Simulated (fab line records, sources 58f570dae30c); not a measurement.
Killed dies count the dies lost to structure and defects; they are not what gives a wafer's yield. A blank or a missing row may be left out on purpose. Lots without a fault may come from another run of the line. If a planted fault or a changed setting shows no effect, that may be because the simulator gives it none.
8D (eight disciplines) problem report, filled in by code ; flow berkeleyCmos170 ; the parts of the form that need people (team, actions taken, sign-off) are left out

== 1. THE ISSUE ==
Mean of primeTempC at UCB170_M3_HMDS_04: 102.34 C across 6 wafers in 2 lots; on wafers with no fault it is 100.01 C (standard deviation 0.12). Measured from the usual mean, that is +19 standard deviations.
The step: prime time 60 s.
First observed at day 11 03:28: wafer L369.1, on lithoTrack-04. Wafers with a number at this step in the record: 42, from 14 lots. The rule behind "out" and "out of limits": a value lying over 4 standard deviations away from the usual mean. All remaining wafers that have a number are taken as sound.

== 2. WHAT THIS IS AND IS NOT ==
question;is;is not
which readings at this step;primeTempC;-
which lots;L367, L369;L350, L353, L355, L356, L357, L360, L361, L363, L364, L366, L371, L373
which wafers of those lots;all that have a number;-
read on which tools;lithoTrack-04;lithoTrack-02, lithoTrack-03
when;from day 11 03:28;"up to then (27 sound wafers); but 9 sound wafers of L366, L371, L373 came after"

== 3. WHAT RULES OUT EACH SUSPECT ==
Counting: a tool at any process step up to the reading remains a suspect when it ran all the lots that are out and ran no sound lot after the first of those.
- rieDiel-02 at UCB170_ZERO_ETCH_06 (etches SiO2 in CHF3/CF4/Ar, time 12 s): kept. It processed each lot that is out, first L367 at day 5 10:15, and no sound lot thereafter; up to then, the last sound lot it processed was L364 at day 4 16:03.
- lithoTrack-04 at UCB170_M3_HMDS_04 (prime time 60 s): kept. It processed each lot that is out, first L369 at day 11 03:28, and no sound lot thereafter; up to then, the last sound lot it processed was L364 at day 10 15:06. On those wafers its own readings are out: primeTempC.
What counting leaves: rieDiel-02 at UCB170_ZERO_ETCH_06 and lithoTrack-04 at UCB170_M3_HMDS_04.

== 4. THE CAUSE (what the simulator had put in) ==
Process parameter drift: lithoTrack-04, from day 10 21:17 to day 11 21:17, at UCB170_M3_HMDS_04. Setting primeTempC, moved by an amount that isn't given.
Of the 2 suspects that counting leaves, this tool is one.

== 5. THE CHAIN OF EFFECTS, in route order ==
Each row: a reading whose mean over the struck wafers that have a number lies more than 3 standard deviations from the usual. Readings are gone through only where the record gives a usual standard deviation; hours: the median, over the lots, of the time from a lot's start at the first step in this table giving one to that lot's start at this step; sigmas: the change measured in usual standard deviations.
hours;step;reading;usual;on struck wafers;change;sigmas
0;UCB170_M3_HMDS_04;primeTempC;100.01 C;102.34;+2.33;+19
The process steps in it:
- UCB170_M3_HMDS_04: prime time 60 s.

== 6. HOW IT WOULD HAVE BEEN CAUGHT EARLIER ==
6 hours passed between the start of the fault at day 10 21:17 and the first reading out of limits in this record, taken at day 11 03:28.
